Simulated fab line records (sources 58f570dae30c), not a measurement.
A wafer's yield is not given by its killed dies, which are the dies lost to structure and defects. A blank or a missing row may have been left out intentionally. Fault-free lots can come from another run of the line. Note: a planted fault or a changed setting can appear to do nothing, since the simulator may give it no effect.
Matching of chambers :: flow berkeley_cmos170 :: 4 sister chambers for UCB170_ACTIVE_ETCH_15 on rie_diel-03
The step etches Si3N4 in CH3F/Ar/O2, stops on SiO2, target depth 242 nm, time 151 s. 4 wafers are shown with their chamber, then 7 later ones without.

WAFERS PAIRED WITH THEIR CHAMBERS
wafer: L794.1
chamber: 1
drypump_motor_current_A (A): 5.3

wafer: L795.5
chamber: 3
drypump_motor_current_A (A): 4.8

wafer: L798.1
chamber: 2
drypump_motor_current_A (A): 6.3

wafer: L798.2
chamber: 0
drypump_motor_current_A (A): 5.8

WAFERS WITHOUT THEIR CHAMBER
wafer: L798.4
drypump_motor_current_A (A): 4.9

wafer: L796.3
drypump_motor_current_A (A): 6.3

wafer: L796.4
drypump_motor_current_A (A): 5.4

wafer: L796.5
drypump_motor_current_A (A): 5.8

wafer: L800.1
drypump_motor_current_A (A): 6.3

wafer: L800.2
drypump_motor_current_A (A): 5.4

wafer: L800.3
drypump_motor_current_A (A): 5.8

CHAMBER TAKEN BY EACH
wafer: L798.4
from the rows above: 3
in truth: 3

wafer: L796.3
from the rows above: 2
in truth: 2

wafer: L796.4
from the rows above: 1
in truth: 1

wafer: L796.5
from the rows above: 0
in truth: 0

wafer: L800.1
from the rows above: 2
in truth: 2

wafer: L800.2
from the rows above: 1
in truth: 1

wafer: L800.3
from the rows above: 0
in truth: 0
7 of 7 placed correctly. Can't be placed from these rows: 0. Placed wrongly: 0.
How it was worked out, from the rows above alone: a wafer's distance from a chamber is the root of the sum, over the readings, of the square of ((its reading less the chamber's mean) divided by the reading's scatter). If the next closest chamber is less than 2 further off than the closest, the wafer can't be placed; otherwise it belongs to the closest. For every chamber, the mean is computed from those of its wafers that are shown. The scatter (one wafer shown for each chamber): square how far every hidden wafer sits from the nearest shown wafer, average those squares and take the square root.
